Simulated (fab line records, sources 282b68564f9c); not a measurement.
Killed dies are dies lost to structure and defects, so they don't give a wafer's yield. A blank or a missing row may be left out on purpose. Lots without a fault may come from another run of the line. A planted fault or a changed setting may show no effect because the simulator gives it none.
Which tool did it? | flow rit_cmos | 14 lots, 42 wafers sampled, at 2 steps of a route of 202

WHAT THE GAUGES READ, wafer by wafer
The record holds no reading of a measuring or inspecting step that can be judged against a usual standard deviation.

WHICH TOOL RAN EACH LOT (tool, then ch and the chambers of the sampled wafers, then the start)
lot  | RIT_ACTIVE_CLEAN_15            | RIT_M1_PROBE_99
L353 | wet_bench-01 ch 0, day 1 15:08 | -
L355 | wet_bench-04 ch 1, day 2 01:08 | -
L356 | wet_bench-03 ch 2, day 2 06:16 | -
L357 | wet_bench-03 ch 1, day 2 11:08 | -
L358 | wet_bench-03 ch 1, day 2 16:08 | -
L359 | wet_bench-03 ch 2, day 2 21:08 | -
L360 | wet_bench-03 ch 0, day 3 02:16 | -
L361 | wet_bench-01 ch 0, day 3 07:16 | -
L363 | wet_bench-04 ch 2, day 3 17:16 | -
L364 | wet_bench-03 ch 3, day 3 22:16 | -
L365 | wet_bench-03 ch 3, day 4 03:08 | prober-01, day 6 00:31
L368 | wet_bench-03 ch 3, day 4 18:08 | prober-02, day 6 18:29
L370 | wet_bench-03 ch 3, day 5 04:48 | prober-02, day 7 05:06
L376 | wet_bench-01 ch 2, day 6 10:08 | -
- RIT_ACTIVE_CLEAN_15: cleans in SC1, time 600 s.
- RIT_M1_PROBE_99

WHAT THE TOOLS THEMSELVES READ (means of the sampled wafers that have a number; where no wafer has one, the mark that the record gives instead)
RIT_ACTIVE_CLEAN_15.
lot  | tool         | run_length_s (s)
L353 | wet_bench-01 | 631
L355 | wet_bench-04 | 625
L356 | wet_bench-03 | 626
L357 | wet_bench-03 | 625
L358 | wet_bench-03 | 625
L359 | wet_bench-03 | 625
L360 | wet_bench-03 | 625
L361 | wet_bench-01 | 624
L363 | wet_bench-04 | 627
L364 | wet_bench-03 | 625
L365 | wet_bench-03 | 625
L368 | wet_bench-03 | 576
L370 | wet_bench-03 | 576
L376 | wet_bench-01 | 627

RIT_M1_PROBE_99.
lot  | tool      | killed_at_contacts | killed_at_front_end | killed_dies | killed_open | killed_short
L365 | prober-01 | 0.0                | 7.3                 | 7.3         | 5.0         | 2.0
L368 | prober-02 | 0.0                | 6.3                 | 6.3         | 2.0         | 4.0
L370 | prober-02 | 0.0                | 6.3                 | 6.3         | 3.0         | 3.3

THE ANSWER, worked out from the rows above alone
Rule: what is usual is taken from the lots themselves. Put in order of their means at a reading, lots are off if they are a third of the lots or fewer, leave a main group of 4 or more, and stand apart from it by a gap of 3 or more times the standard deviation of the main group's means; of several such gaps the widest counts. A main group whose means are all the same, to the digits that the tables above print for the reading, isn't used. A lot without any number at a reading at which 4 lots or more have one is off too. The other lots that the step has rows for count as sound. The gauges are gone through in route order, then the tools' own readings, and for those a lot's mean is taken as printed above. The first step at which some lot is off is used, and at that step the reading that is off furthest; a lot without a number counts as furthest.
Off: L368, L370, at RIT_ACTIVE_CLEAN_15 (run_length_s). The main group: mean 626 s, standard deviation 1.8.
A tool fits if, at that step or a process step before it, it ran every lot that is off, and no sound lot after the first of them. One fits: wet_bench-03 at RIT_ACTIVE_CLEAN_15. Its last sound lot is L365 (day 4 03:08), its first lot that is off L368 (day 4 18:08): a fault that began between those two fits.
The tool's own readings at RIT_ACTIVE_CLEAN_15 bear it out: on the lots that are off they differ by more than 5 times the standard deviation of the sound lots' means. run_length_s reads 576 s there against 626 s on the sound lots.

WHAT THE SIMULATOR HAD PUT IN
Process parameter drift: wet_bench-03, from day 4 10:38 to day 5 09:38, at RIT_ACTIVE_CLEAN_15. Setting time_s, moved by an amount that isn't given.
Lots struck among those shown: L368, L370. The rule above found the same.
